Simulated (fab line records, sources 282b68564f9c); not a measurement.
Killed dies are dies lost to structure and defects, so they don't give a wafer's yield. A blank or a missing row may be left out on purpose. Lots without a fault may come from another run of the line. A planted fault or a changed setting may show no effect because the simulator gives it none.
A struck lot beside a sound one | flow rit_cmos | 28 steps out of a route of 202
Sound: wafers L614.3, L614.5, L614.6. Struck: wafers L623.1, L623.3, L623.5. The cause comes at the end.
At each step with rows: each side's tool, then ch and its chambers, then its first start. Under that, the readings that differ: sound wafers | struck wafers | difference of the means | sigmas: that difference in standard deviations of wafers without a fault.
alike: readings whose means differ by less than 2 such deviations, and words and numbers that are the same on both sides. not compared: withheld readings, readings that some wafer has no value for, bounds like >300 that may hide the same value, and numbers for which the record gives no deviation and whose values overlap.
The two part at a step that has a row with sigmas, a row that says differs or no value, or rows on one side only. Numbers that don't overlap but have no deviation are shown without sigmas and don't part them. A reading that every wafer of one side lacks parts them only if that side has two wafers or more.

RIT_ACTIVE_BOW_MEAS_00:
  sound on film_metro-02, day 3 02:02; struck on film_metro-03, day 4 23:00
  alike: INCOMING_BOW
RIT_ACTIVE_OXIDATION_01: target thk 46.8 nm, ox time 3513 s.
  sound on furnace-04 ch 0, day 3 03:16; struck on furnace-02 ch 0, day 4 23:07
  reading                                       | sound                | struck               | difference | sigmas
  spike_tc_centre_C (C)                         | 1005.8 1004.4 1004.2 | 977.0 976.8 976.6    | -28.0      | -19
  spike_tc_load_C (C)                           | 1022.8 1024.8 1023.3 | 999.7 1000.7 999.7   | -23.6      | -17
  spike_tc_source_C (C)                         | 1028.1 1026.9 1027.1 | 999.9 999.9 1001.4   | -27.0      | -21
  tube_center_temp_C (C)                        | 1000.1 999.78 999.92 | 975.08 974.96 974.94 | -24.94     | -99 or more
  tube_center_temp_C_max                        | 1002.0 1002.9 1002.4 | 977.8 977.3 977.2    | -25.0      | -61
  zone_power_source_pct (%)                     | 30.3 30.3 30.7       | 28.5 29.0 29.3       | -1.5       | -3
  model.SiO2_of_ACTIVE_OXIDATION_01.thk_nm (nm) | 48.56 48.13 48.39    | 38.46 38.95 38.98    | -9.56      |
RIT_ACTIVE_THK_MEAS_02:
  sound on film_metro-03, day 3 05:13; struck on film_metro-02, day 5 01:03
  reading               | sound          | struck         | difference | sigmas
  ACTIVE_OXIDE_THK (nm) | 48.5 48.1 48.4 | 38.5 38.9 39.0 | -9.5       | -11
then, 1 step without rows for these wafers: RIT_ACTIVE_CVD_03 (deposits Si3N4 from SiH2Cl2/NH3, target thk 150 nm, time 1500 s).
RIT_ACTIVE_THK_MEAS_04:
  sound on film_metro-03, day 3 06:41; struck on film_metro-02, day 5 03:03
  alike: ACTIVE_NITRIDE_THK
then, 6 steps without rows for these wafers: RIT_ACTIVE_HMDS_05 (prime time 60 s); RIT_ACTIVE_COAT_06 (resist thk 1020 nm); RIT_ACTIVE_SOFTBAKE_07 (time 60 s); RIT_ACTIVE_EXPOSE_08 (exposes mask M1, target cd 1400 nm); RIT_ACTIVE_PEB_09; RIT_ACTIVE_DEVELOP_10 (develop time 50 s).
RIT_ACTIVE_CD_MEAS_11: target cd 1400 nm.
  sound on cd_sem-02, day 3 07:37; struck on cd_sem-01, day 5 03:58
  alike: cd_nm
then, 1 step without rows for these wafers: RIT_ACTIVE_HARDBAKE_12 (time 60 s).
RIT_ACTIVE_ETCH_13: etches Si3N4 in SF6, stops on SiO2, time 210 s, target depth 210 nm.
  sound on rie_diel-01 ch 0,1,2, day 3 07:51; struck on rie_diel-04 ch 0,1,2, day 5 04:14
  alike: drypump_motor_current_A, oes_product_au, throttle_valve_pct
  not compared: rf_hours_counter_h
RIT_ACTIVE_STRIP_14: strips in O2, time 180 s.
  sound on plasma_asher-04 ch 0,1, day 3 08:03; struck on plasma_asher-04 ch 0,1, day 5 04:22
  alike: drypump_motor_current_A, o2_flow_sccm
  not compared: rf_hours_counter_h
RIT_ACTIVE_CD_MEAS_90: target cd 1400 nm.
  sound on cd_sem-01, day 3 08:12; struck on cd_sem-02, day 5 04:32
  alike: cd_nm
then, 4 steps without rows for these wafers: RIT_ACTIVE_CLEAN_15 (cleans in SC1, time 600 s); RIT_ACTIVE_CLEAN_16 (cleans in dHF, time 30 s); RIT_ACTIVE_CLEAN_17 (cleans in SC2, time 600 s); RIT_FOX1_OXIDATION_00 (target thk 350.7 nm, ox time 1130 s).
RIT_FOX1_THK_MEAS_01:
  sound on film_metro-02, day 3 10:01; struck on film_metro-02, day 5 06:22
  alike: FOX1_OXIDE_THK
then, 2 steps without rows for these wafers: RIT_FOX1_WET_ETCH_02 (etches SiO2 in BOE, target depth 350 nm, time 390 s); RIT_FOX2_OXIDATION_00 (target thk 350.7 nm, ox time 1130 s).
RIT_FOX2_THK_MEAS_01:
  sound on film_metro-03, day 3 11:31; struck on film_metro-04, day 5 07:52
  alike: FOX2_OXIDE_THK
then, 1 step without rows for these wafers: RIT_FOX2_CLEAN_02 (cleans in dHF, time 180 s).
RIT_FOX2_WET_ETCH_03: etches Si3N4 in H3PO4, target depth 195 nm, time 2700 s.
  sound on wet_bench-04 ch 0, day 3 11:37; struck on wet_bench-04 ch 3, day 5 07:59
  reading                                       | sound             | struck            | difference | sigmas
  model.SiO2_of_ACTIVE_OXIDATION_01.thk_nm (nm) | 43.19 41.36 42.51 | 34.04 34.51 34.52 | -8.00      |
  alike: bath_guard_temp_C
RIT_FOX2_THK_MEAS_90:
  sound on film_metro-04, day 3 12:23; struck on film_metro-04, day 5 08:45
  alike: FIELD_OXIDE_LEFT_1_THK
RIT_M1_PROBE_99:
  sound on prober-01, day 5 01:41; struck on prober-02, day 7 03:01
  reading                             | sound             | struck            | difference | sigmas
  model.etest.pldd.width_nm (nm)      | 3157 3161 3165    | 3284 3260 3253    | +105       |
  model.etest.nldd.width_nm (nm)      | 3172 3182 3174    | 3257 3259 3264    | +84        |
  model.etest.pplus_sal.width_nm (nm) | 3448 3410 3412    | 3510 3541 3514    | +98        |
  model.etest.nplus_sal.width_nm (nm) | 3424 3422 3436    | 3523 3499 3519    | +86        |
  model.etest.nmos_narrow.drive_ua_um | 223.9 221 218.4   | 259.1 259.8 259.1 | +38.2      |
  model.etest.pmos_narrow.drive_ua_um | 101.2 102.2 100.9 | 115.9 115.7 116.7 | +14.7      |
  model.etest.nmos_0p3.drive_ua_um    | 225.7 224.5 223.4 | 240.8 241.9 241.2 | +16.8      |
  alike: killed_at_contacts, killed_at_front_end, killed_dies, killed_open, killed_short
  not compared: model.etest.iso_nwell_nwell.bv_v

WHERE THEY PART
First at RIT_ACTIVE_OXIDATION_01; last, within this record, at RIT_ACTIVE_THK_MEAS_02. Later steps at which nothing parts them and some readings are alike: RIT_ACTIVE_THK_MEAS_04, RIT_ACTIVE_CD_MEAS_11, RIT_ACTIVE_ETCH_13, RIT_ACTIVE_STRIP_14, RIT_ACTIVE_CD_MEAS_90, RIT_FOX1_THK_MEAS_01, RIT_FOX2_THK_MEAS_01, RIT_FOX2_WET_ETCH_03, RIT_FOX2_THK_MEAS_90, RIT_M1_PROBE_99.

WHY: what the simulator had put in
Process parameter drift: furnace-02, from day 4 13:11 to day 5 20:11, at RIT_ACTIVE_OXIDATION_01. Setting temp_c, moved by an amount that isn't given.
